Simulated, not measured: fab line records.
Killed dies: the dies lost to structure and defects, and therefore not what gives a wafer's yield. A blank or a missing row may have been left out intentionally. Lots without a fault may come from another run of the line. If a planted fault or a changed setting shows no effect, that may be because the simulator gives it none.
A lot that was struck, set against a sound lot -- flow rit-cmos -- 18 out of 202 route steps
Sound: these wafers, L386.2, L386.3, L386.5. Wafers L387.1, L387.3, L387.4 were the ones struck. At the end, the cause is stated.
At each step with rows: each side's tool, then ch and its chambers, then its first start. Under that, the readings that differ: sound wafers -- struck wafers -- difference of the means -- sigmas: that difference in standard deviations of wafers without a fault.
alike: readings with means less than 2 such deviations apart, plus words and numbers identical on both sides. not compared: withheld readings, readings lacking a value on some wafer, bounds such as >300 that could conceal the same value, and numbers that have no deviation in the record and whose values overlap.
Wherever a step has rows on one side only, a row that says differs or no value, or a row with sigmas, the two part there. Numbers that have no deviation but don't overlap get no sigmas and don't part them. A reading missing from all wafers of one side parts the sides only when that side holds two or more wafers.

first, 3 steps without rows for these wafers: RIT_ACTIVE_CLEAN_16 (cleans in dHF, time 30 s); RIT_ACTIVE_CLEAN_17 (cleans in SC2, time 600 s); RIT_FOX1_OXIDATION_00 (target thk 350.7 nm, ox time 1130 s).
RIT_FOX1_THK_MEAS_01:
  sound: film-metro-01 at day 3 08:52; struck: film-metro-01 at day 3 14:03
  alike: FOX1_OXIDE_THK
then, 2 steps without rows for these wafers: RIT_FOX1_WET_ETCH_02 (etches SiO2 in BOE, target depth 350 nm, time 390 s); RIT_FOX2_OXIDATION_00 (target thk 350.7 nm, ox time 1130 s).
RIT_FOX2_THK_MEAS_01:
  sound: film-metro-01 at day 3 10:21; struck: film-metro-04 at day 3 15:32
reading,sound,struck,difference,sigmas
FOX2_OXIDE_THK (nm),360 360 355,343 344 340,-16,-2
then, 2 steps without rows for these wafers: RIT_FOX2_CLEAN_02 (cleans in dHF, time 180 s); RIT_FOX2_WET_ETCH_03 (etches Si3N4 in H3PO4, target depth 195 nm, time 2700 s).
RIT_FOX2_THK_MEAS_90:
  sound: film-metro-03 at day 3 11:18; struck: film-metro-04 at day 3 16:25
reading,sound,struck,difference,sigmas
FIELD_OXIDE_LEFT_1_THK (nm),333 332 327,316 317 313,-15,-2
then, 2 steps without rows for these wafers: RIT_NWELL_HMDS_00 (prime time 62.11 s); RIT_NWELL_COAT_01 (resist thk 1300 nm).
RIT_NWELL_SOFTBAKE_02: time 60 s.
  sound on litho-track-03 ch 0, day 3 11:40; struck on litho-track-03 ch 0, day 3 16:47
reading,sound,struck,difference,sigmas
run-length-s (s),88.79 88.64 88.84,129.48 129.44 129.66,+40.77,+99 or more
model.NOVOLAK_of_NWELL_COAT_01.thk-nm (nm),1297 1299 1296,1293 1290 1291,-6,
  alike: heater-power-total-W
then, 2 steps without rows for these wafers: RIT_NWELL_EXPOSE_03 (exposes mask M2, target cd 43900 nm); RIT_NWELL_PEB_04.
RIT_NWELL_DEVELOP_05: develop time 68 s.
  sound: litho-track-03 ch 0; struck: litho-track-01 ch 0
reading,sound,struck,difference,sigmas
model.NOVOLAK_of_NWELL_COAT_01.thk-nm (nm),1297 1299 1295,1293 1290 1291,-6,
RIT_NWELL_OVL_MEAS_06:
  sound: overlay-01 at day 3 12:22; struck: overlay-02 at day 3 17:29
  alike: NWELL_OVL
after that, 1 step had no rows for these wafers: RIT_M1_PROBE_99.

== WHERE THEY PART ==
Earliest at RIT_FOX2_THK_MEAS_01; latest, in this record, at RIT_NWELL_SOFTBAKE_02. Later steps at which nothing parts them and some readings are alike: RIT_NWELL_OVL_MEAS_06.

WHY: whatever the simulator had introduced
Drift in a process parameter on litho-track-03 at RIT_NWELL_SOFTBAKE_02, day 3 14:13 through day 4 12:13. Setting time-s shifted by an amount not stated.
